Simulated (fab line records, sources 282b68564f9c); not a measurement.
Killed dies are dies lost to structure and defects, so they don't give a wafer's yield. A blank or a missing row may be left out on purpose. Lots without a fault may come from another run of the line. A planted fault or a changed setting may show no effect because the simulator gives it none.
Split-lot experiment | flow rit_cmos | 5 lots, 23 wafers read, on a route of 202 steps

THE SPLIT
At RIT_SPACER_CVD_03 (deposits Si3N4 from SiH2Cl2/NH3, target thk 250 nm, time 3300 s), the setting nh3_flow_sccm was moved away from the recipe's 150 sccm on 15 of the 23 wafers read, by +3.9% to +14.4%. The other wafers ran this setting at the recipe's value.

FROM THE SPLIT TO THE READING: what the file shows between them, 3 steps
- RIT_PSD_DEVELOP_05: develop time 50 s (also split here: develop_time_s)
- RIT_PSD_HARDBAKE_07: time 60 s
- RIT_PSD_STRIP_09: strips in O2, time 180 s

THE READING
Si3N4_of_SPACER_CVD_03.thk_nm (the simulator's own value, which no gauge read), in nm, at RIT_SDANNEAL_CLEAN_00 (cleans in SC1, time 600 s). The file gives no usual value for it. The 8 wafers here that ran the recipe average 199.3 nm, standard deviation 1.2 nm.

wafer  | tool, chamber at the split | nh3_flow_sccm as run, sccm | against the recipe | Si3N4_of_SPACER_CVD_03.thk_nm, nm | against lot-mates on the recipe
L074.1 | -, -                       | 150                        | recipe             | 199.8                             | -
L074.6 | -, -                       | 150                        | recipe             | 199.8                             | -
L074.2 | -, -                       | 150                        | recipe             | 197.8                             | -
L074.4 | -, -                       | 150                        | recipe             | 197.2                             | -
L074.5 | -, -                       | 150                        | recipe             | 199.9                             | -
L075.1 | -, -                       | 165.7                      | +10.5%             | 213.1                             | no lot-mate on the recipe
L075.2 | -, -                       | 165.7                      | +10.5%             | 209.6                             | no lot-mate on the recipe
L075.3 | -, -                       | 165.7                      | +10.5%             | 212                               | no lot-mate on the recipe
L075.5 | -, -                       | 165.7                      | +10.5%             | 213.6                             | no lot-mate on the recipe
L075.6 | -, -                       | 165.7                      | +10.5%             | 212.1                             | no lot-mate on the recipe
L076.2 | -, -                       | 155.9                      | +3.9%              | 200.5                             | no lot-mate on the recipe
L076.3 | -, -                       | 155.9                      | +3.9%              | 204.8                             | no lot-mate on the recipe
L076.4 | -, -                       | 155.9                      | +3.9%              | 201                               | no lot-mate on the recipe
L076.5 | -, -                       | 155.9                      | +3.9%              | 203.8                             | no lot-mate on the recipe
L076.6 | -, -                       | 155.9                      | +3.9%              | 202.6                             | no lot-mate on the recipe
L081.1 | -, -                       | 171.6                      | +14.4%             | 218.6                             | no lot-mate on the recipe
L081.2 | -, -                       | 171.6                      | +14.4%             | 217.2                             | no lot-mate on the recipe
L081.3 | -, -                       | 171.6                      | +14.4%             | 215.6                             | no lot-mate on the recipe
L081.4 | -, -                       | 171.6                      | +14.4%             | 221                               | no lot-mate on the recipe
L081.5 | -, -                       | 171.6                      | +14.4%             | 216.5                             | no lot-mate on the recipe
L083.1 | lpcvd-02, 0                | 150                        | recipe             | 201.2                             | -
L083.3 | lpcvd-02, 0                | 150                        | recipe             | 199.5                             | -
L083.5 | lpcvd-02, 0                | 150                        | recipe             | 198.9                             | -

THE FIT
A straight line over all 23 wafers: Si3N4_of_SPACER_CVD_03.thk_nm changes by +1.3 nm for each +1% of nh3_flow_sccm; r = +0.98; the points scatter about the line by 1.7 nm.
Too few moved wafers have a lot-mate on the recipe to fit a line with each lot's own level taken away.

THE FILE'S OWN FIT
Si3N4_of_SPACER_CVD_03.thk_nm changes by +1.3 nm for each +1% of nh3_flow_sccm, r = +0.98.
